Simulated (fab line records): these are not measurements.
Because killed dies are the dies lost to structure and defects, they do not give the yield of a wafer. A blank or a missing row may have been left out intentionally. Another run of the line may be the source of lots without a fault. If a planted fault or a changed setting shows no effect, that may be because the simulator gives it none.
Which tool was responsible? :: flow berkeley-cmos170 :: 14 lots, 42 wafers sampled, at 6 steps of a route of 331

== WHAT THE GAUGES SHOWED, per wafer ==
UCB170_PWELL_OVL_MEAS_13. Usual: PWELL_OVL gives 0 nm (standard deviation 6.1).
lot: L601
measured: day 3 06:17
on: overlay-02
PWELL_OVL (nm): 3 7 -1
flag: 

lot: L602
measured: day 3 06:20
on: overlay-01
PWELL_OVL (nm): -10 -9 -4
flag: 

lot: L603
measured: day 3 14:09
on: overlay-02
PWELL_OVL (nm): -6 -1 5
flag: 

lot: L606
measured: day 4 03:47
on: overlay-02
PWELL_OVL (nm): 5 4 0
flag: 

lot: L608
measured: day 4 11:56
on: overlay-02
PWELL_OVL (nm): -2 -1 1
flag: 

lot: L609
measured: day 4 12:13
on: overlay-01
PWELL_OVL (nm): 8 -1 1
flag: 

lot: L613
measured: day 5 18:09
on: overlay-02
PWELL_OVL (nm): -4 -12 -7
flag: 

lot: L614
measured: day 5 18:25
on: overlay-02
PWELL_OVL (nm): 1 1 5
flag: 

lot: L615
measured: day 5 20:22
on: overlay-01
PWELL_OVL (nm): 4 6 1
flag: 

lot: L619
measured: day 6 21:09
on: overlay-01
PWELL_OVL (nm): -1 1 8
flag: 

lot: L620
measured: day 7 09:11
on: overlay-01
PWELL_OVL (nm): 7 -7 6
flag: 

lot: L622
measured: day 7 15:29
on: overlay-02
PWELL_OVL (nm): -4 0 -4
flag: 

lot: L624
measured: day 7 15:45
on: overlay-01
PWELL_OVL (nm): -14 -3 -13
flag: 

lot: L623
measured: day 8 03:46
on: overlay-02
PWELL_OVL (nm): -5 13 -2
flag: 

UCB170_ACTIVE_CD_MEAS_90 targets a cd of 1200 nm. Usual: cd-nm reads 1199.7 nm (standard deviation 1.4).
lot: L601
measured: day 4 08:20
on: cd-sem-01
cd-nm (nm): 1201.4 1199.9 1198.2
flag: 

lot: L602
measured: day 4 08:31
on: cd-sem-01
cd-nm (nm): 1199.0 1199.4 1198.9
flag: 

lot: L603
measured: day 4 23:43
on: cd-sem-01
cd-nm (nm): 1198.2 1198.5 1198.4
flag: 

lot: L606
measured: day 5 08:53
on: cd-sem-02
cd-nm (nm): 1201.2 1201.2 1201.2
flag: 

lot: L608
measured: day 5 16:19
on: cd-sem-01
cd-nm (nm): 1201.2 1199.4 1198.7
flag: 

lot: L609
measured: day 5 16:10
on: cd-sem-02
cd-nm (nm): 1200.8 1201.0 1200.7
flag: 

lot: L613
measured: day 7 00:57
on: cd-sem-02
cd-nm (nm): 1198.0 1199.0 1199.4
flag: 

lot: L614
measured: day 7 01:08
on: cd-sem-01
cd-nm (nm): 1202.3 1201.3 1202.0
flag: 

lot: L615
measured: day 7 00:28
on: cd-sem-01
cd-nm (nm): 1201.0 1199.5 1198.4
flag: 

lot: L619
measured: day 7 17:16
on: cd-sem-01
cd-nm (nm): 1198.0 1199.0 1197.7
flag: 

lot: L620
measured: day 8 14:46
on: cd-sem-02
cd-nm (nm): 1200.9 1201.9 1201.8
flag: 

lot: L622
measured: day 8 20:01
on: cd-sem-01
cd-nm (nm): 1200.7 1200.9 1199.1
flag: 

lot: L624
measured: day 8 19:43
on: cd-sem-01
cd-nm (nm): 1199.1 1198.7 1200.1
flag: 

lot: L623
measured: day 9 15:43
on: cd-sem-01
cd-nm (nm): 1199.6 1201.0 1201.3
flag: 

UCB170_PVT_TW_MEAS_09. Usual: PVT_TW gives 507.9 (standard deviation 2.2).
lot: L601
measured: day 5 18:08
on: film-metro-01
PVT_TW: 511.7 509.5 512.5
flag: 

lot: L602
measured: day 5 18:26
on: film-metro-03
PVT_TW: 508.3 506.3 508.5
flag: 

lot: L603
measured: day 6 14:59
on: film-metro-04
PVT_TW: 509.6 510.9 509.8
flag: 

lot: L606
measured: day 6 21:45
on: film-metro-03
PVT_TW: 30.1 30.0 30.0
flag: OFF

lot: L608
measured: day 7 00:17
on: film-metro-03
PVT_TW: 30.0 30.0 30.0
flag: OFF

lot: L609
measured: day 7 00:35
on: film-metro-03
PVT_TW: 507.9 509.0 508.1
flag: 

lot: L613
measured: day 8 05:04
on: film-metro-01
PVT_TW: 506.1 505.5 503.8
flag: 

lot: L614
measured: day 8 04:47
on: film-metro-04
PVT_TW: 506.9 505.1 503.9
flag: 

lot: L615
measured: day 8 05:19
on: film-metro-03
PVT_TW: 506.7 509.7 506.4
flag: 

lot: L619
measured: day 9 06:14
on: film-metro-01
PVT_TW: 507.3 505.6 504.1
flag: 

lot: L620
measured: day 10 14:37
on: film-metro-04
PVT_TW: 510.7 507.6 509.7
flag: 

lot: L622
measured: day 10 18:11
on: film-metro-04
PVT_TW: 511.7 511.9 511.4
flag: 

lot: L624
measured: day 10 14:38
on: film-metro-01
PVT_TW: 508.2 511.1 510.2
flag: 

lot: L623
measured: day 11 03:39
on: film-metro-03
PVT_TW: 506.9 506.3 507.5
flag: 

== WHICH TOOL RAN EACH LOT (tool, then ch and the chambers of the sampled wafers, then the start) ==
lot: L601
UCB170_PWELL_ETCH_14: rie-diel-04 ch 0,1,2, day 3 06:19
UCB170_NVT_STRIP_08: plasma-asher-02 ch 0, day 5 15:14
UCB170_PVT_STRIP_08: plasma-asher-03 ch 0,1, day 5 18:02

lot: L602
UCB170_PWELL_ETCH_14: rie-diel-02 ch 0,1,3, day 3 06:22
UCB170_NVT_STRIP_08: plasma-asher-01 ch 0,1, day 5 15:36
UCB170_PVT_STRIP_08: plasma-asher-01 ch 0,1, day 5 18:20

lot: L603
UCB170_PWELL_ETCH_14: rie-diel-04 ch 1,3, day 3 14:11
UCB170_NVT_STRIP_08: plasma-asher-03 ch 0,1, day 6 12:57
UCB170_PVT_STRIP_08: plasma-asher-03 ch 0,1, day 6 14:53

lot: L606
UCB170_PWELL_ETCH_14: rie-diel-03 ch 0,1,2, day 4 03:49
UCB170_NVT_STRIP_08: plasma-asher-02 ch 0,1, day 6 17:04
UCB170_PVT_STRIP_08: plasma-asher-01 ch 0,1, day 6 21:38

lot: L608
UCB170_PWELL_ETCH_14: rie-diel-02 ch 1,2, day 4 11:58
UCB170_NVT_STRIP_08: plasma-asher-01 ch 0,1, day 6 21:07
UCB170_PVT_STRIP_08: plasma-asher-04 ch 0,1, day 7 00:11

lot: L609
UCB170_PWELL_ETCH_14: rie-diel-03 ch 0,1,2, day 4 12:14
UCB170_NVT_STRIP_08: plasma-asher-02 ch 0,1, day 6 21:25
UCB170_PVT_STRIP_08: plasma-asher-03 ch 0,1, day 7 00:30

lot: L613
UCB170_PWELL_ETCH_14: rie-diel-04 ch 0,1,2, day 5 18:10
UCB170_NVT_STRIP_08: plasma-asher-03 ch 0,1, day 8 03:29
UCB170_PVT_STRIP_08: plasma-asher-04 ch 0,1, day 8 04:58

lot: L614
UCB170_PWELL_ETCH_14: rie-diel-03 ch 0,2, day 5 18:26
UCB170_NVT_STRIP_08: plasma-asher-01 ch 0,1, day 8 03:13
UCB170_PVT_STRIP_08: plasma-asher-03 ch 0,1, day 8 04:41

lot: L615
UCB170_PWELL_ETCH_14: rie-diel-03 ch 0,1,3, day 5 20:24
UCB170_NVT_STRIP_08: plasma-asher-02 ch 0,1, day 8 03:41
UCB170_PVT_STRIP_08: plasma-asher-01 ch 0,1, day 8 05:13

lot: L619
UCB170_PWELL_ETCH_14: rie-diel-02 ch 0,1,2, day 6 21:11
UCB170_NVT_STRIP_08: plasma-asher-02 ch 0,1, day 9 04:39
UCB170_PVT_STRIP_08: plasma-asher-03 ch 0,1, day 9 06:08

lot: L620
UCB170_PWELL_ETCH_14: rie-diel-02 ch 1,2, day 7 09:11
UCB170_NVT_STRIP_08: plasma-asher-03 ch 0,1, day 10 11:06
UCB170_PVT_STRIP_08: plasma-asher-04 ch 0,1, day 10 14:31

lot: L622
UCB170_PWELL_ETCH_14: rie-diel-04 ch 0,1,3, day 7 15:30
UCB170_NVT_STRIP_08: plasma-asher-02 ch 0,1, day 10 15:11
UCB170_PVT_STRIP_08: plasma-asher-03 ch 0,1, day 10 18:04

lot: L624
UCB170_PWELL_ETCH_14: rie-diel-03 ch 0,1,3, day 7 15:47
UCB170_NVT_STRIP_08: plasma-asher-02 ch 0,1, day 10 10:55
UCB170_PVT_STRIP_08: plasma-asher-03 ch 1, day 10 14:31

lot: L623
UCB170_PWELL_ETCH_14: rie-diel-02 ch 0,2, day 8 03:48
UCB170_NVT_STRIP_08: plasma-asher-02 ch 0,1, day 10 23:45
UCB170_PVT_STRIP_08: plasma-asher-01 ch 0,1, day 11 03:33
- UCB170_PWELL_ETCH_14: etches Si3N4 in CH3F/Ar/O2, stops on SiO2, target depth 242 nm, time 151 s.
- UCB170_NVT_STRIP_08: strips in O2.
- UCB170_PVT_STRIP_08: strips in O2.

== WHAT THE TOOLS THEMSELVES READ (means of the sampled wafers that have a number; where no wafer has one, the mark that the record gives instead) ==
UCB170_PWELL_ETCH_14. Usual: CH3F_flow_sccm 20.01 sccm, standard deviation 0.058; chamber-pressure-mTorr 50.00 mTorr, standard deviation 0.047; drypump-motor-current-A 5.7 A, standard deviation 0.59; oes-product-au 0.947 a.u., standard deviation 0.014; throttle-valve-pct 8.11 %, standard deviation 0.12.
lot: L601
tool: rie-diel-04
CH3F_flow_sccm (sccm): 20.01
chamber-pressure-mTorr (mTorr): 49.99
drypump-motor-current-A (A): 5.7
oes-product-au (a.u.): 0.950
throttle-valve-pct (%): 8.09
flag: 

lot: L602
tool: rie-diel-02
CH3F_flow_sccm (sccm): 19.99
chamber-pressure-mTorr (mTorr): 50.01
drypump-motor-current-A (A): 6.0
oes-product-au (a.u.): 0.943
throttle-valve-pct (%): 8.14
flag: 

lot: L603
tool: rie-diel-04
CH3F_flow_sccm (sccm): 19.94
chamber-pressure-mTorr (mTorr): 50.01
drypump-motor-current-A (A): 6.0
oes-product-au (a.u.): 0.935
throttle-valve-pct (%): 8.04
flag: 

lot: L606
tool: rie-diel-03
CH3F_flow_sccm (sccm): 20.00
chamber-pressure-mTorr (mTorr): 50.01
drypump-motor-current-A (A): 5.9
oes-product-au (a.u.): 0.952
throttle-valve-pct (%): 8.00
flag: 

lot: L608
tool: rie-diel-02
CH3F_flow_sccm (sccm): 19.96
chamber-pressure-mTorr (mTorr): 49.98
drypump-motor-current-A (A): 5.2
oes-product-au (a.u.): 0.944
throttle-valve-pct (%): 8.13
flag: 

lot: L609
tool: rie-diel-03
CH3F_flow_sccm (sccm): 19.98
chamber-pressure-mTorr (mTorr): 50.03
drypump-motor-current-A (A): 5.9
oes-product-au (a.u.): 0.944
throttle-valve-pct (%): 8.00
flag: 

lot: L613
tool: rie-diel-04
CH3F_flow_sccm (sccm): 20.04
chamber-pressure-mTorr (mTorr): 50.01
drypump-motor-current-A (A): 5.7
oes-product-au (a.u.): 0.954
throttle-valve-pct (%): 8.10
flag: 

lot: L614
tool: rie-diel-03
CH3F_flow_sccm (sccm): 20.01
chamber-pressure-mTorr (mTorr): 49.98
drypump-motor-current-A (A): 5.9
oes-product-au (a.u.): 0.949
throttle-valve-pct (%): 7.96
flag: 

lot: L615
tool: rie-diel-03
CH3F_flow_sccm (sccm): 20.00
chamber-pressure-mTorr (mTorr): 50.04
drypump-motor-current-A (A): 5.8
oes-product-au (a.u.): 0.957
throttle-valve-pct (%): 8.15
flag: 

lot: L619
tool: rie-diel-02
CH3F_flow_sccm (sccm): 19.99
chamber-pressure-mTorr (mTorr): 49.97
drypump-motor-current-A (A): 5.6
oes-product-au (a.u.): 0.946
throttle-valve-pct (%): 8.06
flag: 

lot: L620
tool: rie-diel-02
CH3F_flow_sccm (sccm): 19.94
chamber-pressure-mTorr (mTorr): 50.03
drypump-motor-current-A (A): 5.1
oes-product-au (a.u.): 0.948
throttle-valve-pct (%): 8.14
flag: 

lot: L622
tool: rie-diel-04
CH3F_flow_sccm (sccm): 19.95
chamber-pressure-mTorr (mTorr): 49.98
drypump-motor-current-A (A): 5.8
oes-product-au (a.u.): 0.953
throttle-valve-pct (%): 8.11
flag: 

lot: L624
tool: rie-diel-03
CH3F_flow_sccm (sccm): 19.95
chamber-pressure-mTorr (mTorr): 50.00
drypump-motor-current-A (A): 5.8
oes-product-au (a.u.): 0.958
throttle-valve-pct (%): 8.16
flag: 

lot: L623
tool: rie-diel-02
CH3F_flow_sccm (sccm): 19.95
chamber-pressure-mTorr (mTorr): 50.00
drypump-motor-current-A (A): 6.2
oes-product-au (a.u.): 0.947
throttle-valve-pct (%): 7.99
flag: 

UCB170_NVT_STRIP_08. Usual: chamber-pressure-mTorr 3500 mTorr, standard deviation 3.2; drypump-motor-current-A 5.8 A, standard deviation 0.37; oes-product-au 0.735 a.u., standard deviation 0.0046; strip-time-to-endpoint-s 21.65 s, standard deviation 0.06.
lot: L601
tool: plasma-asher-02
chamber-pressure-mTorr (mTorr): 3502
drypump-motor-current-A (A): 5.7
oes-product-au (a.u.): 0.731
strip-time-to-endpoint-s (s): 21.60
flag: 

lot: L602
tool: plasma-asher-01
chamber-pressure-mTorr (mTorr): 3498
drypump-motor-current-A (A): 5.8
oes-product-au (a.u.): 0.734
strip-time-to-endpoint-s (s): 21.58
flag: 

lot: L603
tool: plasma-asher-03
chamber-pressure-mTorr (mTorr): 3505
drypump-motor-current-A (A): 5.4
oes-product-au (a.u.): 0.735
strip-time-to-endpoint-s (s): 21.67
flag: 

lot: L606
tool: plasma-asher-02
chamber-pressure-mTorr (mTorr): -
drypump-motor-current-A (A): -
oes-product-au (a.u.): -
strip-time-to-endpoint-s (s): -
flag: OFF

lot: L608
tool: plasma-asher-01
chamber-pressure-mTorr (mTorr): -
drypump-motor-current-A (A): -
oes-product-au (a.u.): -
strip-time-to-endpoint-s (s): -
flag: OFF

lot: L609
tool: plasma-asher-02
chamber-pressure-mTorr (mTorr): 3499
drypump-motor-current-A (A): 6.0
oes-product-au (a.u.): 0.733
strip-time-to-endpoint-s (s): 21.64
flag: 

lot: L613
tool: plasma-asher-03
chamber-pressure-mTorr (mTorr): 3497
drypump-motor-current-A (A): 5.4
oes-product-au (a.u.): 0.731
strip-time-to-endpoint-s (s): 21.60
flag: 

lot: L614
tool: plasma-asher-01
chamber-pressure-mTorr (mTorr): 3500
drypump-motor-current-A (A): 6.2
oes-product-au (a.u.): 0.735
strip-time-to-endpoint-s (s): 21.60
flag: 

lot: L615
tool: plasma-asher-02
chamber-pressure-mTorr (mTorr): 3498
drypump-motor-current-A (A): 5.8
oes-product-au (a.u.): 0.736
strip-time-to-endpoint-s (s): 21.73
flag: 

lot: L619
tool: plasma-asher-02
chamber-pressure-mTorr (mTorr): 3500
drypump-motor-current-A (A): 6.0
oes-product-au (a.u.): 0.739
strip-time-to-endpoint-s (s): 21.67
flag: 

lot: L620
tool: plasma-asher-03
chamber-pressure-mTorr (mTorr): 3498
drypump-motor-current-A (A): 5.4
oes-product-au (a.u.): 0.738
strip-time-to-endpoint-s (s): 21.64
flag: 

lot: L622
tool: plasma-asher-02
chamber-pressure-mTorr (mTorr): 3499
drypump-motor-current-A (A): 5.8
oes-product-au (a.u.): 0.732
strip-time-to-endpoint-s (s): 21.74
flag: 

lot: L624
tool: plasma-asher-02
chamber-pressure-mTorr (mTorr): 3497
drypump-motor-current-A (A): 6.0
oes-product-au (a.u.): 0.738
strip-time-to-endpoint-s (s): 21.59
flag: 

lot: L623
tool: plasma-asher-02
chamber-pressure-mTorr (mTorr): 3503
drypump-motor-current-A (A): 5.9
oes-product-au (a.u.): 0.731
strip-time-to-endpoint-s (s): 21.67
flag: 

UCB170_PVT_STRIP_08. Usual: chamber-pressure-mTorr 3500 mTorr, standard deviation 3.7; drypump-motor-current-A 5.8 A, standard deviation 0.42; oes-product-au 0.735 a.u., standard deviation 0.0045; strip-time-to-endpoint-s 21.61 s, standard deviation 0.073.
lot: L601
tool: plasma-asher-03
chamber-pressure-mTorr (mTorr): 3500
drypump-motor-current-A (A): 5.4
oes-product-au (a.u.): 0.734
strip-time-to-endpoint-s (s): 21.62
flag: 

lot: L602
tool: plasma-asher-01
chamber-pressure-mTorr (mTorr): 3501
drypump-motor-current-A (A): 5.8
oes-product-au (a.u.): 0.738
strip-time-to-endpoint-s (s): 21.63
flag: 

lot: L603
tool: plasma-asher-03
chamber-pressure-mTorr (mTorr): 3500
drypump-motor-current-A (A): 5.4
oes-product-au (a.u.): 0.735
strip-time-to-endpoint-s (s): 21.67
flag: 

lot: L606
tool: plasma-asher-01
chamber-pressure-mTorr (mTorr): 3500
drypump-motor-current-A (A): 5.8
oes-product-au (a.u.): 0.740
strip-time-to-endpoint-s (s): 47.98
flag: OFF

lot: L608
tool: plasma-asher-04
chamber-pressure-mTorr (mTorr): 3498
drypump-motor-current-A (A): 5.9
oes-product-au (a.u.): 0.740
strip-time-to-endpoint-s (s): 47.99
flag: OFF

lot: L609
tool: plasma-asher-03
chamber-pressure-mTorr (mTorr): 3501
drypump-motor-current-A (A): 5.4
oes-product-au (a.u.): 0.734
strip-time-to-endpoint-s (s): 21.63
flag: 

lot: L613
tool: plasma-asher-04
chamber-pressure-mTorr (mTorr): 3497
drypump-motor-current-A (A): 6.1
oes-product-au (a.u.): 0.733
strip-time-to-endpoint-s (s): 21.69
flag: 

lot: L614
tool: plasma-asher-03
chamber-pressure-mTorr (mTorr): 3501
drypump-motor-current-A (A): 5.5
oes-product-au (a.u.): 0.737
strip-time-to-endpoint-s (s): 21.50
flag: 

lot: L615
tool: plasma-asher-01
chamber-pressure-mTorr (mTorr): 3502
drypump-motor-current-A (A): 6.2
oes-product-au (a.u.): 0.735
strip-time-to-endpoint-s (s): 21.66
flag: 

lot: L619
tool: plasma-asher-03
chamber-pressure-mTorr (mTorr): 3499
drypump-motor-current-A (A): 5.4
oes-product-au (a.u.): 0.733
strip-time-to-endpoint-s (s): 21.58
flag: 

lot: L620
tool: plasma-asher-04
chamber-pressure-mTorr (mTorr): 3500
drypump-motor-current-A (A): 6.1
oes-product-au (a.u.): 0.732
strip-time-to-endpoint-s (s): 21.62
flag: 

lot: L622
tool: plasma-asher-03
chamber-pressure-mTorr (mTorr): 3501
drypump-motor-current-A (A): 5.4
oes-product-au (a.u.): 0.729
strip-time-to-endpoint-s (s): 21.67
flag: 

lot: L624
tool: plasma-asher-03
chamber-pressure-mTorr (mTorr): 3500
drypump-motor-current-A (A): 5.4
oes-product-au (a.u.): 0.730
strip-time-to-endpoint-s (s): 21.61
flag: 

lot: L623
tool: plasma-asher-01
chamber-pressure-mTorr (mTorr): 3498
drypump-motor-current-A (A): 5.8
oes-product-au (a.u.): 0.734
strip-time-to-endpoint-s (s): 21.64
flag: 

== THE ANSWER, worked out from the rows above alone ==
Rule: lot off if the mean of its wafers having a number is beyond 3 standard deviations from the usual mean. Also off: a lot with no number at a reading for which 4 or more lots have one. Where the step has rows for the other lots, those lots are counted as sound. After the gauges, taken in route order, come the tools' own readings; for these a lot's mean is taken, as printed above. The first step at which some lot is off is used, and at that step the reading that is off furthest; a lot without a number counts as furthest.
Off: L606, L608, seen at UCB170_PVT_TW_MEAS_09 (PVT_TW).
A tool fits if, at a process step before that reading, it ran every lot that is off, and no sound lot after the first of them. Not tried: the gauges at UCB170_PVT_TW_MEAS_09; whatever is off there is also off at UCB170_NVT_STRIP_08, on other tools, and gauge error can't account for it. No candidate that was tried fits.

== WHAT THE SIMULATOR HAD INSERTED ==
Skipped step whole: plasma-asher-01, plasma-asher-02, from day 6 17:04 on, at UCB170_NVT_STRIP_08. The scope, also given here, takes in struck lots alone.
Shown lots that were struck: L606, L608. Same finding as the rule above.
